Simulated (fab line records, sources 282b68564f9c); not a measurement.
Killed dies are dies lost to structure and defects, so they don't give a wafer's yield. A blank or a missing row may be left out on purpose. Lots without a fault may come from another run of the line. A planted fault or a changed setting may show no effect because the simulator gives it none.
fab line records | flow rit_cmos
record lots=13 wafers=39 last_day=7
route steps=202 shown M1@184
lots that met no fault: from a run of the same line without faults
start_h: hours from the record's first day to the start of the lot's first wafer shown | wait_h: hours since the lot's step before | " the same as in the row above | L1.1+2: a row that stands for several wafers | - no value, or no start given | * or withheld: withheld | < > ~ a bound
route shown NAME@n: a module of which the file shows steps, and the number in the route of the first | usual: mean/standard deviation of fault-free wafers | same: alike in all rows | chamber/n: place in a boat | sites: the reading at each site | _std_site: their standard deviation | _edge_site: outer sites' mean less inner sites' | radius_mm: how far each site lies from the wafer's centre | mask NAME#n: copy n | behind: the tool/chamber that last shaped the wafer | hold: why the lot was held/for how many hours/how that ended | device: the transistor (n, p or np) that didn't switch | end of line: the same wafers' tests at the end of the route | a step without rows: its recipe alone | killed: dies lost to structure and defects at the first sort, not the wafer's yield | map: a wafer's dies, x killed, . not, _ none there
set.NAME: the setting as run; set.NAME@STEP: as run at that earlier step | model.NAME: the simulator's own value behind a step, which no gauge read
steps of the route over a sample of lots; a table a step, a row a wafer
services: from which hour (start_h, from the record's first day; less than 0 if before it) a tool's chamber was out of use, for how many hours, and why
## steps
# step RIT_M1_SPUTTER_00
# recipe material=Al target_thk_nm=400 power_w=2000 chamber_pressure_pa=0.4 gas=Ar time_s=500 substrate_temp_c=25
# usual throttle_valve_pct=30.9/1.1
# columns lot.wafer tool chamber start_h wait_h throttle_valve_pct
L873.3 pvd_sputter-01 - 52.15 0.0 29.6
L873.4 " - " " 27.5
L873.6 " - " " 30.2
L874.4 pvd_sputter-04 - 58.22 0.0 32.8
L874.5 " - " " 30.3
L874.6 " - " " 31.1
L875.1 pvd_sputter-01 - 63.29 0.0 30.0
L875.2 " - " " 29.4
L875.3 " - " " 27.7
L876.3 pvd_sputter-04 - 69.03 0.0 32.3
L876.4 " - " " 30.4
L876.5 " - " " 30.4
L877.1 pvd_sputter-01 - 73.16 0.0 27.8
L877.4 " - " " 30.5
L877.6 " - " " 29.6
L878.2 pvd_sputter-04 - 77.20 0.0 32.7
L878.4 " - " " 31.0
L878.5 " - " " 32.4
L879.1 pvd_sputter-01 - 81.97 0.0 29.5
L879.2 " - " " 29.5
L879.6 " - " " 29.5
L881.3 pvd_sputter-04 - 93.79 0.0 30.4
L881.5 " - " " 31.2
L881.6 " - " " 32.7
L886.2 pvd_sputter-02 - 117.85 0.0 30.2
L886.3 " - " " 30.8
L886.6 " - " " 30.4
L889.3 pvd_sputter-04 - 133.00 0.0 32.4
L889.4 " - " " 31.0
L889.6 " - " " 32.4
L891.3 pvd_sputter-04 - 142.75 0.0 30.2
L891.5 " - " " 30.4
L891.6 " - " " 31.9
L893.2 pvd_sputter-04 - 153.37 0.0 30.7
L893.3 " - " " 30.2
L893.5 " - " " 30.1
L895.1 pvd_sputter-04 - 162.48 0.0 30.5
L895.3 " - " " 32.7
L895.4 " - " " 32.8
# step RIT_M1_PROBE_99
# usual defect_limited_yield=97.3/1.3 killed_at_M0_to_M3=0.0/0.14 killed_at_contacts=0.1/0.36 killed_at_front_end=7/3.4 killed_dies=7/3.4 killed_on_rim=2.0/1.5 killed_open=3.3/2 killed_short=3.8/2.4 sort_bin_3_pad_short=0.1/0.24 sort_bin_5_function=1.5/0.86 sort_bin_6_memory=1.0/0.74 sort_n_pass=257/3.4 sort_yield_pct=97.3/1.3
# same gross_dies=264 killed_at_M4_up=0 killed_at_back_side=0 killed_at_other=0
# columns lot.wafer tool chamber start_h wait_h defect_limited_yield[%] killed_at_M0_to_M3 killed_at_contacts killed_at_front_end killed_dies killed_on_rim killed_open killed_short sort_bin_3_pad_short[%] sort_bin_5_function[%] sort_bin_6_memory[%] sort_n_pass sort_yield_pct[%]
L873.3 prober-02 - 56.31 0.2 96.6 0 2 7 9 4 4 5 0.4 1.9 1.1 255 96.6
L873.4 prober-02 - 56.36 0.2 96.6 0 0 9 9 4 5 4 0 2.3 1.1 255 96.6
L873.6 prober-02 - 56.46 0.2 99.2 0 0 2 2 1 2 0 0 0.4 0.4 262 99.2
L874.4 prober-01 - 62.65 0.2 97.3 0 0 7 7 3 2 5 0.4 1.5 0.8 257 97.3
L874.5 prober-01 - 62.70 0.2 97.3 0 0 7 7 2 5 2 0.4 1.1 1.1 257 97.3
L874.6 prober-01 - 62.75 0.2 97.7 0 0 6 6 2 3 3 0 1.1 1.1 258 97.7
L875.1 prober-02 - 67.60 0.1 98.5 0 0 4 4 2 4 0 0 1.1 0.4 260 98.5
L875.2 prober-02 - 67.65 0.1 98.1 0 0 5 5 1 2 3 0 1.5 0.4 259 98.1
L875.3 prober-02 - 67.70 0.2 96.6 0 0 9 9 2 3 6 0 1.9 1.5 255 96.6
L876.3 prober-01 - 73.14 0.2 96.2 0 1 9 10 1 2 8 0 1.9 1.9 254 96.2
L876.4 prober-01 - 73.19 0.2 98.5 0 1 3 4 0 2 1 0 1.5 0 260 98.5
L876.5 prober-01 - 73.24 0.2 98.5 0 0 4 4 0 1 3 0 1.5 0 260 98.5
L877.1 prober-02 - 77.23 0.1 99.2 0 0 2 2 1 2 0 0 0.8 0 262 99.2
L877.4 prober-02 - 77.38 0.2 97.3 0 0 7 7 2 0 7 0 1.9 0.8 257 97.3
L877.6 prober-02 - 77.48 0.2 97.3 0 1 6 7 4 5 2 0 1.1 1.5 257 97.3
L878.2 prober-01 - 81.26 0.1 97.0 0 0 8 8 2 4 2 0.4 2.3 0.4 256 97.0
L878.4 prober-01 - 81.36 0.2 94.3 0 0 15 15 5 7 7 0 3.8 1.9 249 94.3
L878.5 prober-01 - 81.41 0.2 97.0 1 0 7 8 2 4 4 0 2.7 0.4 256 97.0
L879.1 prober-02 - 86.04 0.1 97.7 0 0 6 6 3 4 2 0 2.3 0 258 97.7
L879.2 prober-02 - 86.09 0.1 98.1 0 0 5 5 2 2 3 0 1.1 0.8 259 98.1
L879.6 prober-02 - 86.29 0.2 97.0 0 0 8 8 1 5 3 0 1.5 1.5 256 97.0
L881.3 prober-02 - 97.95 0.2 95.8 0 0 11 11 3 7 4 0.4 1.5 2.3 253 95.8
L881.5 prober-02 - 98.05 0.2 98.5 0 0 4 4 2 1 3 0 0.8 0.8 260 98.5
L881.6 prober-02 - 98.10 0.2 98.5 0 0 4 4 3 2 2 0.4 0.4 0.8 260 98.5
L886.2 prober-01 - 121.91 0.1 95.8 0 0 11 11 4 6 5 0.4 3.0 0.8 253 95.8
L886.3 prober-01 - 121.96 0.2 82.6 42 0 4 46 8 1 3 4.9 9.5 3.0 218 82.6
L886.6 prober-01 - 122.11 0.2 94.7 0 0 14 14 5 7 7 0 3.0 2.3 250 94.7
L889.3 prober-02 - 137.24 0.2 96.6 0 0 9 9 0 7 2 0 1.1 2.3 255 96.6
L889.4 prober-02 - 137.29 0.2 98.1 0 0 5 5 1 3 2 0 1.1 0.8 259 98.1
L889.6 prober-02 - 137.39 0.2 93.6 0 0 17 17 5 3 14 1.5 2.3 2.7 247 93.6
L891.3 prober-02 - 147.17 0.2 99.2 0 0 2 2 1 2 0 0 0.8 0 262 99.2
L891.5 prober-02 - 147.27 0.2 95.5 0 0 12 12 4 7 5 0 2.3 2.3 252 95.5
L891.6 prober-02 - 147.32 0.2 97.0 0 0 8 8 4 4 3 0.8 0.8 1.5 256 97.0
L893.2 prober-02 - 158.49 0.1 95.5 0 0 12 12 4 5 7 0 2.3 2.3 252 95.5
L893.3 prober-02 - 158.54 0.2 97.7 0 0 6 6 2 1 5 0.4 1.1 0.8 258 97.7
L893.5 prober-02 - 158.64 0.2 95.8 0 0 11 11 3 6 5 0 2.3 1.9 253 95.8
L895.1 prober-02 - 166.51 0.1 97.3 0 0 7 7 3 5 2 0 2.3 0.4 257 97.3
L895.3 prober-02 - 166.61 0.2 97.0 0 0 8 8 2 2 6 0 1.1 1.9 256 97.0
L895.4 prober-02 - 166.66 0.2 98.1 0 0 5 5 1 1 4 0 1.5 0.4 259 98.1
# killed by level:class
L873.3 SILICIDE:geometric_particle:short=2 CONTACT:geometric_particle:open=2 FOX1:geometric_particle:short=1 FOX2:geometric_particle:short=1 GATE:geometric_particle:open=1 REOX:geometric_particle:short=1 SILICIDE:geometric_particle:open=1
L873.4 GATE:geometric_particle:open=3 GATE:geometric_particle:short=2 FOX1:geometric_particle:open=1 FOX1:geometric_particle:short=1 REOX:geometric_particle:open=1 SILICIDE:geometric_particle:short=1
L873.6 REOX:geometric_particle:open=1 SILICIDE:geometric_particle:open=1
L874.4 GATE:geometric_particle:short=2 SILICIDE:geometric_particle:short=2 FOX1:geometric_particle:short=1 GATE:geometric_particle:open=1 SILICIDE:geometric_particle:open=1
L874.5 SILICIDE:geometric_particle:open=3 GATE:geometric_particle:open=1 SPACER:geometric_particle:short=1 SPACER:geometric_particle:open=1 SILICIDE:geometric_particle:short=1
L874.6 SILICIDE:geometric_particle:open=2 FOX1:geometric_particle:short=1 FOX2:geometric_particle:short=1 REOX:geometric_particle:open=1 SILICIDE:geometric_particle:short=1
L875.1 FOX1:geometric_particle:open=1 FOX2:geometric_particle:open=1 REOX:geometric_particle:open=1 SILICIDE:geometric_particle:open=1
L875.2 GATE:geometric_particle:short=2 FOX1:geometric_particle:open=1 FOX2:geometric_particle:open=1 SPACER:geometric_particle:short=1
L875.3 GATE:geometric_particle:open=2 SILICIDE:geometric_particle:short=2 FOX1:geometric_particle:short=1 FOX2:geometric_particle:short=1 GATE:geometric_particle:short=1 SPACER:geometric_particle:short=1 SILICIDE:geometric_particle:open=1
L876.3 FOX1:geometric_particle:short=2 FOX2:geometric_particle:short=2 SPACER:geometric_particle:short=2 FOX1:geometric_particle:open=1 GATE:geometric_particle:short=1 SPACER:geometric_particle:open=1 CONTACT:geometric_particle:short=1
L876.4 FOX1:geometric_particle:open=1 SILICIDE:geometric_particle:open=1 CONTACT:geometric_particle:short=1 NWELL:coat_microbubble_printed=1
L876.5 FOX1:geometric_particle:short=1 GATE:geometric_particle:open=1 REOX:geometric_particle:short=1 SPACER:geometric_particle:short=1
L877.1 REOX:geometric_particle:open=1 SILICIDE:geometric_particle:open=1
L877.4 GATE:geometric_particle:short=3 FOX1:geometric_particle:short=1 REOX:geometric_particle:short=1 SPACER:geometric_particle:short=1 SILICIDE:geometric_particle:short=1
L877.6 FOX1:geometric_particle:open=2 GATE:geometric_particle:open=2 REOX:geometric_particle:short=1 SPACER:geometric_particle:short=1 CONTACT:geometric_particle:open=1
L878.2 GATE:geometric_particle:short=2 GATE:geometric_particle:open=2 NSD:coat_microbubble_printed=2 FOX2:geometric_particle:open=1 SPACER:geometric_particle:open=1
L878.4 GATE:geometric_particle:open=5 GATE:geometric_particle:short=5 FOX1:geometric_particle:short=1 FOX1:geometric_particle:open=1 REOX:geometric_particle:short=1 SPACER:geometric_particle:open=1 NSD:coat_microbubble_printed=1
L878.5 GATE:geometric_particle:open=2 GATE:geometric_particle:short=2 REOX:geometric_particle:open=2 REOX:geometric_particle:short=1 M1:geometric_particle:short=1
L879.1 FOX1:geometric_particle:open=3 FOX1:geometric_particle:short=1 GATE:geometric_particle:short=1 REOX:geometric_particle:open=1
L879.2 REOX:geometric_particle:short=2 GATE:geometric_particle:short=1 REOX:geometric_particle:open=1 SPACER:geometric_particle:open=1
L879.6 FOX2:geometric_particle:open=2 GATE:geometric_particle:open=2 SPACER:geometric_particle:short=2 GATE:geometric_particle:short=1 REOX:geometric_particle:open=1
L881.3 REOX:geometric_particle:short=4 REOX:geometric_particle:open=3 FOX1:geometric_particle:open=1 FOX2:geometric_particle:open=1 GATE:geometric_particle:open=1 SPACER:geometric_particle:open=1
L881.5 FOX1:geometric_particle:short=1 GATE:geometric_particle:short=1 SPACER:geometric_particle:open=1 SPACER:geometric_particle:short=1
L881.6 SPACER:geometric_particle:short=2 FOX1:geometric_particle:open=1 GATE:geometric_particle:open=1
L886.2 GATE:geometric_particle:short=3 GATE:geometric_particle:open=3 SPACER:geometric_particle:short=2 FOX1:geometric_particle:open=1 FOX2:geometric_particle:open=1 SPACER:geometric_particle:open=1
L886.3 M1:unspecified=42 GATE:geometric_particle:short=2 GATE:geometric_particle:open=1 SILICIDE:geometric_particle:short=1
L886.6 SPACER:geometric_particle:short=4 GATE:geometric_particle:open=3 REOX:geometric_particle:open=2 SPACER:geometric_particle:open=2 GATE:geometric_particle:short=1 REOX:geometric_particle:short=1 SILICIDE:geometric_particle:short=1
L889.3 GATE:geometric_particle:open=4 REOX:geometric_particle:open=2 GATE:geometric_particle:short=1 REOX:geometric_particle:short=1 SILICIDE:geometric_particle:open=1
L889.4 FOX1:geometric_particle:short=2 SPACER:geometric_particle:open=2 FOX1:geometric_particle:open=1
L889.6 GATE:geometric_particle:short=5 REOX:geometric_particle:short=5 FOX1:geometric_particle:short=2 SPACER:geometric_particle:short=2 GATE:geometric_particle:open=1 SPACER:geometric_particle:open=1 SILICIDE:geometric_particle:open=1
L891.3 REOX:geometric_particle:open=1 SILICIDE:geometric_particle:open=1
L891.5 GATE:geometric_particle:short=3 FOX1:geometric_particle:open=2 GATE:geometric_particle:open=2 REOX:geometric_particle:open=2 FOX1:geometric_particle:short=1 SPACER:geometric_particle:short=1 SPACER:geometric_particle:open=1
L891.6 FOX1:geometric_particle:open=2 GATE:geometric_particle:open=2 FOX1:geometric_particle:short=1 GATE:geometric_particle:short=1 REOX:geometric_particle:short=1 NSD:coat_microbubble_printed=1
L893.2 FOX1:geometric_particle:short=4 SILICIDE:geometric_particle:open=2 FOX1:geometric_particle:open=1 FOX2:geometric_particle:open=1 FOX2:geometric_particle:short=1 GATE:geometric_particle:short=1 SPACER:geometric_particle:short=1 SPACER:geometric_particle:open=1
L893.3 FOX1:geometric_particle:short=2 GATE:geometric_particle:short=2 FOX1:geometric_particle:open=1 SPACER:geometric_particle:short=1
L893.5 GATE:geometric_particle:short=3 GATE:geometric_particle:open=2 SPACER:geometric_particle:open=2 FOX1:geometric_particle:short=1 FOX1:geometric_particle:open=1 SPACER:geometric_particle:short=1 SILICIDE:geometric_particle:open=1
L895.1 GATE:geometric_particle:open=2 SILICIDE:geometric_particle:open=2 FOX1:geometric_particle:open=1 GATE:geometric_particle:short=1 REOX:geometric_particle:short=1
L895.3 SILICIDE:geometric_particle:short=4 GATE:geometric_particle:open=2 GATE:geometric_particle:short=1 REOX:geometric_particle:short=1
L895.4 SILICIDE:geometric_particle:short=2 FOX2:geometric_particle:short=1 GATE:geometric_particle:short=1 SILICIDE:geometric_particle:open=1
## services
# columns tool chamber start_h hours kind
pvd_sputter-01 - 36.59 2.3 repair
pvd_sputter-01 - 54.37 4.9 repair
pvd_sputter-02 - 87.69 9.4 repair
## key
first_sign step=RIT_M1_PROBE_99 reading=killed_at_M0_to_M3 direction=up sigmas=42 usual=0.0 struck=42
effect step=RIT_M1_PROBE_99 reading=sort_bin_3_pad_short direction=up sigmas=13 usual=0.1 struck=4.9
met_at RIT_M1_SPUTTER_00
struck_lots L886
struck_wafers L886.3
fault kind=chamber_particle_source tool=pvd_sputter-02 chamber=- onset_h=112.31 steps=RIT_M1_SPUTTER_00 rate_per_visit_cm2=1.8439 end_h=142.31 scope=struck_wafers_only
